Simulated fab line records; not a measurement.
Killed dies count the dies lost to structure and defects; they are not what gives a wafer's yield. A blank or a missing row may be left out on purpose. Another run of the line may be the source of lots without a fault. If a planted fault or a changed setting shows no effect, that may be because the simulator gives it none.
fab line records + flow rit-cmos
[record]
- lots = 14
- wafers = 42
- last-day = 7
route steps=202 shown M1@192
lots that met no fault: taken from a fault-free run of the same line
start-h: hours from the record's opening day to when the first of the lot's shown wafers began + wait-h: hours from the lot's prior step to this one + " identical to the entry in the row above + L1.1+2: a row that stands for several wafers + - no value, or no start given + * or withheld: withheld + < > ~ a bound
route shown NAME@n: a module of which the file shows steps, and the number in the route of the first + usual: the fault-free wafers' mean and standard deviation + same: alike in all rows + chamber/n: place in a boat + sites: per-site readings + _std_site: the values' standard deviation + _edge_site: the outer-site mean with the inner-site mean subtracted + radius-mm: how far each site lies from the wafer's centre + mask NAME#n: copy n + behind: the last tool/chamber to shape the wafer + hold: what put the lot on hold/how long, in hours/how the hold closed + device: the transistor (n, p or np) that didn't switch + end of line: the route-end tests of the same wafers + a step without rows: its recipe alone + killed: at the first sort, the dies lost to defects and structure; wafer yield is something else + map: shows each die of a wafer: x if killed, . if not, _ if none is there
set.NAME: the setting that was run; set.NAME@STEP: the one run at that earlier step + model.NAME: the simulator's own value behind a step, which no gauge read
route steps across a sampled set of lots; one table per step, one row per wafer
services: from which hour (start-h, from the record's first day; less than 0 if before it) a tool's chamber was out of use, for how many hours, and why
[[steps]]
[step RIT_M1_DEVELOP_08]
[recipe]
- resist = NOVOLAK
- develop-time-s = 70.86
- dev-temp-c = 23
[usual]
- chill-plate-temp-C = 22.99/0.098
- develop-time-s = 70.86/0
| lot.wafer | tool           | chamber | start-h | wait-h | chill-plate-temp-C | develop-time-s |
|-----------|----------------|---------|---------|--------|--------------------|----------------|
| L418.2    | litho-track-04 | 0       | 60      | -      | 23.10              | 70.86          |
| L418.3    | "              | 0       | "       | "      | 23.14              | 70.86          |
| L418.4    | "              | 0       | "       | "      | 23.05              | 70.86          |
| L419.1    | litho-track-01 | 0       | 65      | -      | 22.95              | 70.86          |
| L419.2    | "              | 0       | "       | "      | 22.99              | 70.86          |
| L419.5    | "              | 0       | "       | "      | 22.92              | 70.86          |
| L422.1    | litho-track-04 | 0       | 80      | -      | 23.05              | 70.86          |
| L422.4    | "              | 0       | 81      | -      | 23.04              | 70.86          |
| L422.6    | "              | 0       | "       | "      | 23.18              | 70.86          |
| L424.2    | litho-track-03 | 0       | 90      | -      | 23.10              | 70.86          |
| L424.4    | "              | 0       | "       | "      | 23.00              | 70.86          |
| L424.6    | "              | 0       | "       | "      | 23.09              | 70.86          |
| L427.1    | litho-track-03 | -       | 106     | -      | -                  | -              |
| L427.4    | "              | -       | "       | "      | -                  | -              |
| L427.5    | "              | -       | "       | "      | -                  | -              |
| L428.1    | litho-track-04 | -       | 113     | -      | -                  | -              |
| L428.3    | "              | -       | "       | "      | -                  | -              |
| L428.6    | "              | -       | "       | "      | -                  | -              |
| L430.2    | litho-track-01 | 0       | 122     | -      | 22.87              | 70.86          |
| L430.4    | "              | 0       | "       | "      | 22.95              | 70.86          |
| L430.6    | "              | 0       | 123     | -      | 22.93              | 70.86          |
| L432.2    | litho-track-04 | 0       | 131     | -      | 23.09              | 70.86          |
| L432.4    | "              | 0       | "       | "      | 22.96              | 70.86          |
| L432.5    | "              | 0       | "       | "      | 23.07              | 70.86          |
| L433.1    | litho-track-03 | 0       | 136     | -      | 22.82              | 70.86          |
| L433.5    | "              | 0       | "       | "      | 22.98              | 70.86          |
| L433.6    | "              | 0       | "       | "      | 22.90              | 70.86          |
| L434.1    | litho-track-03 | 0       | 140     | -      | 22.93              | 70.86          |
| L434.5    | "              | 0       | "       | "      | 23.01              | 70.86          |
| L434.6    | "              | 0       | "       | "      | 23.02              | 70.86          |
| L435.2    | litho-track-03 | 0       | 150     | -      | 22.99              | 70.86          |
| L435.4    | "              | 0       | "       | "      | 23.06              | 70.86          |
| L435.6    | "              | 0       | "       | "      | 23.10              | 70.86          |
| L436.2    | litho-track-04 | 0       | 158     | -      | 23.05              | 70.86          |
| L436.4    | "              | 0       | "       | "      | 23.04              | 70.86          |
| L436.6    | "              | 0       | "       | "      | 23.10              | 70.86          |
| L438.2    | litho-track-01 | 0       | 165     | -      | 23.01              | 70.86          |
| L438.3    | "              | 0       | "       | "      | 22.93              | 70.86          |
| L438.4    | "              | 0       | "       | "      | 22.94              | 70.86          |
| L439.1    | litho-track-03 | 0       | 173     | -      | 23.15              | 70.86          |
| L439.5    | "              | 0       | "       | "      | 22.93              | 70.86          |
| L439.6    | "              | 0       | "       | "      | 23.14              | 70.86          |
[[services]]
| tool           | chamber | start-h | hours | kind                      |
|----------------|---------|---------|-------|---------------------------|
| litho-track-01 | -       | 150.54  | -     | consumable-replace:filter |
[[key]]
[first-sign]
- step = RIT_M1_DEVELOP_08
- reading = tool-record
- direction = missing
effect none on later readings
met-at RIT_M1_DEVELOP_08
struck-lots L427,L428
later-rows-left-out L427.1,L427.4,L427.5,L428.1,L428.3,L428.6
sort-left-out L427.1,L427.4,L427.5,L428.1,L428.3,L428.6
onset-between 90 106
[fault]
- kind = skipped-step-whole
- tool = litho-track-03,litho-track-04
- chamber = -
- onset-h = 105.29
- steps = RIT_M1_DEVELOP_08
- scope = struck-lots-only
// sort-left-out: the simulated sort isn't trusted on such a fault, so these wafers' sort isn't shown, and their yield isn't known
// later-rows-left-out: the simulator's readings of these wafers behind a module that went badly wrong aren't trusted and aren't shown, but for the sort
